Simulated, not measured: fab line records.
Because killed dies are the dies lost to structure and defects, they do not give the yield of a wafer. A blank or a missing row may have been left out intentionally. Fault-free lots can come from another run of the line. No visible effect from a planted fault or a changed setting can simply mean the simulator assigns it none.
A single fault, viewed from 2 desks + flow rit cmos + only its own numbers are on each desk; what lay behind them is given at the end

FROM THE METROLOGY DESK
What the gauges read, lot by lot, whatever tool the lot ran on: means of the sampled wafers that have a number. Any lot whose mean is over 4 standard deviations away from the usual mean is out of limits and marked OUT; that distance is given in the brackets.
Columns: A = M1_AL_RS at RIT_M1_RS_MEAS_01, usual 0.0737 ohm/sq; B = M1_AL_THK at RIT_M1_THK_MEAS_02, usual 406 nm
| lot  | first seen here | A                | B             |
|------|-----------------|------------------|---------------|
| L803 | day 3 06:46     | 0.0742           | 402           |
| L804 | day 3 12:34     | 0.0742           | 403           |
| L805 | day 3 18:50     | 0.0739           | 406           |
| L806 | day 3 23:35     | 0.0747           | 397           |
| L807 | day 4 01:39     | 0.0748           | 403           |
| L809 | day 4 13:18     | 0.0732           | 407           |
| L812 | day 5 02:15     | 0.0744           | 403           |
| L813 | day 5 08:16     | 0.1129 (+55) OUT | 268 (-29) OUT |
| L818 | day 6 12:26     | 0.0741           | 399           |
| L820 | day 6 19:23     | 0.0738           | 404           |
| L822 | day 7 04:44     | 0.0737           | 411           |
| L824 | day 7 16:25     | 0.0729           | 409           |
| L825 | day 8 00:34     | 0.0733           | 410           |
This desk finds L813 out of limits, with the earliest case on L813 at day 5 08:16 (M1_AL_RS at RIT_M1_RS_MEAS_01). L803, L804, L805, L806, L807, L809, L812, L818, L820, L822, L824, L825 stayed within limits.

TOOL OWNER'S DESK, pvd sputter-04
The tool's own readings at RIT_M1_SPUTTER_00 (material Al, target thk 400 nm, time 500 s): means of the sampled wafers that have a number, for each lot that ran on this tool. Any lot whose mean is over 4 standard deviations away from the usual mean is out of limits and marked OUT; that distance is given in the brackets.
Columns: A = substrate temp c at RIT_M1_SPUTTER_00, usual 25.00 C; B = throttle valve pct at RIT_M1_SPUTTER_00, usual 30.0 %
| lot  | first seen here | A     | B    |
|------|-----------------|-------|------|
| L804 | day 3 12:16     | 24.95 | 30.6 |
| L807 | day 4 01:20     | 25.03 | 30.5 |
| L809 | day 4 12:58     | 25.09 | 28.9 |
| L813 | day 5 07:56     | 25.02 | 29.8 |
This desk found nothing out of limits on any of the 4 lots.

TAKEN TOGETHER
At day 5 08:16 the metrology desk could have sounded an alarm, on L813.
The tool owner's desk saw nothing out of limits.
On record at the tool owner's desk: L813, within its limits.
All the named lots went through RIT_M1_SPUTTER_00 on pvd sputter-04.

WHAT THE SIMULATOR PUT IN
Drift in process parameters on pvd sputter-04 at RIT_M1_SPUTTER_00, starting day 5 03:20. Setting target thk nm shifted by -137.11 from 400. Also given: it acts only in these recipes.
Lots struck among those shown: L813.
Per desk, hours elapsed from the start of the fault to the first reading out of limits: for the metrology desk, 5.
